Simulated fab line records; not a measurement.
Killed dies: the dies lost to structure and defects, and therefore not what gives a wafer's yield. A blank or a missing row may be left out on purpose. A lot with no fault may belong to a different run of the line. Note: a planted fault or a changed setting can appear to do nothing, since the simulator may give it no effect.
One fault seen from 2 desks :: flow berkeley-cmos170 :: only its own numbers are on each desk; what lay behind them is given at the end

TOOL OWNER'S DESK, rie-metal-01
The tool's own readings at UCB170_M2_METAL_ETCH_18 (etches Al in Cl2/BCl3, stops on SiO2, target depth 1170 nm, time 195 s): means of the sampled wafers that have a number, for each lot that ran on this tool. Any lot whose mean is over 4 standard deviations away from the usual mean is out of limits and marked OUT; that distance is given in the brackets.
Columns: A = drypump-motor-current-A at UCB170_M2_METAL_ETCH_18, usual 5.6 A; B = oes-product-au at UCB170_M2_METAL_ETCH_18, usual 0.862 a.u.; C = run-length-s at UCB170_M2_METAL_ETCH_18, usual 223.1 s; D = throttle-valve-pct at UCB170_M2_METAL_ETCH_18, usual 24.24 %
lot: L282
first seen here: day 8 17:22
A: 5.9
B: 0.867
C: 222.7
D: 24.47

lot: L283
first seen here: day 9 06:13
A: 5.9
B: 0.869
C: 222.8
D: 24.47

lot: L287
first seen here: day 10 04:00
A: 6.1
B: 1.025 (+13) OUT
C: 192.9 (-69) OUT
D: 24.20

lot: L290
first seen here: day 10 17:40
A: 5.9
B: 1.027 (+13) OUT
C: 192.5 (-70) OUT
D: 24.40

lot: L304
first seen here: day 13 09:19
A: 5.6
B: 0.881
C: 222.6
D: 24.65
This desk's verdict: out of limits on L287, L290, starting with L287 at day 10 04:00 (oes-product-au at UCB170_M2_METAL_ETCH_18). L282, L283, L304: within limits.

FROM THE METROLOGY DESK
Means of the sampled wafers that have a number, per lot and without regard to the tool the lot ran on: this is what the gauges read. Any lot whose mean is over 4 standard deviations away from the usual mean is out of limits and marked OUT; that distance is given in the brackets.
Columns: A = NWELL_OXIDE_THK at UCB170_NWELL_THK_MEAS_02, usual 26.2 nm; B = cd-nm at UCB170_M2_CD_MEAS_90, usual 700.0 nm
lot: L282
first seen here: day 2 04:01
A: 25.9
B: 699.5

lot: L281
first seen here: day 2 04:01
A: 26.0
B: 699.1

lot: L283
first seen here: day 2 11:13
A: 25.8
B: 696.0

lot: L284
first seen here: day 2 18:58
A: 26.6
B: 700.3

lot: L287
first seen here: day 3 14:50
A: 26.7
B: 705.6

lot: L290
first seen here: day 3 23:54
A: 26.4
B: 709.6

lot: L291
first seen here: day 4 11:13
A: 25.7
B: 702.4

lot: L295
first seen here: day 4 20:10
A: 25.3
B: 698.3

lot: L297
first seen here: day 5 16:17
A: 26.1
B: 698.6

lot: L299
first seen here: day 5 16:18
A: 25.8
B: 699.6

lot: L300
first seen here: day 6 03:20
A: 25.7
B: 698.8

lot: L301
first seen here: day 6 10:29
A: 26.0
B: 705.4

lot: L303
first seen here: day 6 10:34
A: 26.5
B: 703.1

lot: L304
first seen here: day 7 00:05
A: 26.2
B: 703.3
This desk's verdict: no lot among the 14 shows anything out of limits.

BROUGHT TOGETHER
On L287, L290, at day 10 04:00, an alarm was possible from the tool owner's desk.
Nothing out of limits was seen by the metrology desk.
The metrology desk has L287, L290 on record, within its limits.
All the named lots went through UCB170_M2_METAL_ETCH_18 on rie-metal-01.

WHAT HAD BEEN PUT IN BY THE SIMULATOR
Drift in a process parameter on rie-metal-01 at UCB170_M2_METAL_ETCH_18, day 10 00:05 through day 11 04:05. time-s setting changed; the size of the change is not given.
Lots struck among those shown: L287, L290.
Hours from the fault's start to each desk's first reading out of limits: the tool owner's desk, 4.
